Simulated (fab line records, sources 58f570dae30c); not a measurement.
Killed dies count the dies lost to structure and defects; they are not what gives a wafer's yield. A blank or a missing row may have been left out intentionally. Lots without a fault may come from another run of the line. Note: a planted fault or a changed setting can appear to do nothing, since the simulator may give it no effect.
Comparing a struck lot with a sound one    flow berkeley_cmos170    14 out of 331 route steps
Sound: wafers L518.3, L518.4, L518.6. Struck: wafer L533.2 (L533.3, L533.6, from the same lot, were not struck and are left out); the cause is given at the end.
For every step that has rows: the tool of each side, followed by ch and its chambers, followed by its first start. Under that, the readings that differ: sound wafers    struck wafers    difference of the means    sigmas: that difference in standard deviations of wafers without a fault.
alike: same words and numbers on both sides, and readings whose means sit less than 2 such deviations apart. not compared: any withheld reading, any reading some wafer has no value for, any bound like >300 that may hide the same value, and any number with overlapping values for which the record gives no deviation.
Wherever a step has rows on one side only, a row that says differs or no value, or a row with sigmas, the two part there. Numbers that have no deviation but don't overlap get no sigmas and don't part them. Lack of a reading on every wafer of one side parts them only where that side has two or more wafers.

UCB170_V1_CMP_02: polishes SiO2.
  sound on cmp-02 ch 2,3, day 8 09:20; struck on cmp-01 ch 1, day 11 12:43
reading                       sound              struck  difference  sigmas
retaining_ring_pressure_frac  1.003 0.993 0.997  1.010   +0.012      +2
  alike: motor_current_A
UCB170_V1_BOW_MEAS_03:
  sound: film_metro-04 at day 8 09:37; struck: film_metro-01 at day 11 13:04
  alike: V1_BOW
UCB170_V1_THK_MEAS_04:
  sound: film_metro-04 at day 8 09:43; struck: film_metro-01 at day 11 13:11
  alike: V1_POLISHED_THK
then, 7 steps without rows for these wafers: UCB170_V1_CLEAN_05 (cleans in DIW); UCB170_V1_HMDS_06 (prime time 60 s); UCB170_V1_COAT_07 (resist thk 900 nm); UCB170_V1_SOFTBAKE_08 (time 60 s); UCB170_V1_EXPOSE_09 (exposes mask VIA1, target cd 700 nm); UCB170_V1_PEB_10; UCB170_V1_DEVELOP_11 (develop time 45 s).
UCB170_V1_CD_MEAS_12: the cd target is 700 nm.
  sound: cd_sem-01 at day 8 12:02; struck: cd_sem-02 at day 11 15:02
  alike: cd_nm
UCB170_V1_OVL_MEAS_13:
  sound: overlay-02 at day 8 12:08; struck: overlay-01 at day 11 15:08
  alike: V1_OVL
UCB170_V1_ETCH_14: etches SiO2 in CHF3/CF4/Ar, stops on Al, target depth 1250 nm, time 291 s.
  sound on rie_diel-02 ch 0,3, day 8 12:10; struck on rie_diel-01 ch 0, day 11 15:10
reading                      sound              struck  difference  sigmas
drypump_motor_current_A (A)  5.2 5.4 5.4        6.1     +0.8        +2
run_length_s (s)             319.4 319.2 319.3  311.2   -8.1        -22
  alike: chamber_pressure_mTorr, oes_product_au, throttle_valve_pct
  not compared: rf_hours_counter_h
UCB170_V1_STRIP_15: strips in O2.
  sound on plasma_asher-04 ch 0,1, day 8 12:22; struck on plasma_asher-02 ch 0, day 11 15:21
reading                 sound  struck  difference                    sigmas
rf_hours_counter_h (h)  - - -  43      no value on the sound wafers  
  alike: chamber_pressure_mTorr, drypump_motor_current_A, oes_product_au, strip_time_to_endpoint_s

== WHERE THEY PART ==
Earliest at UCB170_V1_CMP_02; latest, in this record, at UCB170_V1_STRIP_15.

WHY: what the simulator had put in
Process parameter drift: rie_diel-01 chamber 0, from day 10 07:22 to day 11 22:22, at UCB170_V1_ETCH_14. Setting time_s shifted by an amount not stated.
